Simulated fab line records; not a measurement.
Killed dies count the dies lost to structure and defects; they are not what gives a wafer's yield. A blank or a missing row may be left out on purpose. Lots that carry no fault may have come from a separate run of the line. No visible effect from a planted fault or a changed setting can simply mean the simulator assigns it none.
8D (eight disciplines) problem report, filled in by code :: flow berkeleyCmos170 :: the parts of the form that need people (team, actions taken, sign-off) are left out

## 1. PROBLEM STATEMENT
On 3 wafers of 1 lot, cdNm at UCB170_ACTIVE_CD_MEAS_13 has a mean of 1188.1 nm; fault-free wafers read 1200.3 nm, standard deviation 1.4. Relative to the usual mean, that is a shift of -8.7 standard deviations.
The step: target cd 1200 nm.
First seen on wafer L278.1, day 6 06:37, on cdSem-01. At this step, 33 wafers from 11 lots have a number in the record. Rule for "out", or "out of limits": more than 4 standard deviations from the usual mean. The rest of the wafers with a number are treated as sound.

## 2. WHAT IT IS, WHAT IT ISN'T
question: which readings at this step
is: cdNm
is not: -

question: which lots
is: L278
is not: L271, L272, L274, L284, L286, L288, L290, L292, L293, L294

question: which wafers of those lots
is: all that have a number
is not: -

question: read on which gauges
is: cdSem-01
is not: cdSem-02

question: when
is: from day 6 06:37
is not: up to then (9 sound wafers); but 21 sound wafers of L284, L286, L288, L290, L292, L293, L294 came after

## 3. THE SUSPECTS, EACH WITH WHAT RULES IT OUT
Counting: a tool at any process step up to the reading remains a suspect when it ran all the lots that are out and ran no sound lot after the first of those.
- the gauge at UCB170_ACTIVE_CD_MEAS_13 has been ruled out. All the wafers that are out were read on cdSem-01, but those of them that UCB170_ACTIVE_EXPOSE_10 has rows for are out there too, on other tools.
- krfScanner-01 at UCB170_ACTIVE_EXPOSE_10 (exposes mask ACTIVE, target cd 1200 nm): ruled out as a lasting fault. Sound lots L293 ran on it after its first lot that is out, L278 (day 6 06:07).
Left after counting: nothing in the record.

## 4. THE CAUSE (what the simulator had put in)
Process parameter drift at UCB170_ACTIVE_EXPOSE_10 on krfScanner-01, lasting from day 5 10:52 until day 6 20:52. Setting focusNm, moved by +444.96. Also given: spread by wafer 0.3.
The count ruled it out by mistake, since the rule takes a fault to strike every lot its tool runs from the start of the fault on, and this one did not do so.

## 5. THE CHAIN OF EFFECTS, in route order
Each row: a reading whose mean over the struck wafers that have a number lies more than 3 standard deviations from the usual. Scope: only readings with a usual standard deviation given in the record; hours: median across lots of the time from each lot's start at the first step in this table that gives one to its start at this step; sigmas: change in usual standard deviations.
hours: 0
step: UCB170_ACTIVE_EXPOSE_10
reading: exposureDoseMJCm2
usual: 19.712
on struck wafers: 19.462
change: -0.250
sigmas: -13

hours: 0
step: UCB170_ACTIVE_CD_MEAS_13
reading: cdNm
usual: 1200.3 nm
on struck wafers: 1188.1
change: -12.2
sigmas: -8.7
Here are the process steps it includes:
- UCB170_ACTIVE_EXPOSE_10: exposes mask ACTIVE, target cd 1200 nm.
At these later measuring or inspecting steps, every struck wafer for which the step has a row has a number for every such reading, and none has moved that far: UCB170_PLDD_CD_MEAS_06.

## 6. WHAT WOULD HAVE CAUGHT IT SOONER
In this record the first reading out of limits at a measuring or inspecting step was taken at day 6 06:37, 20 hours after the fault began at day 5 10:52.
At UCB170_ACTIVE_EXPOSE_10, the tool's own readings (exposureDoseMJCm2) were out on each struck wafer the step has a row for, so an alarm limit on them would have fired on the first such wafer.
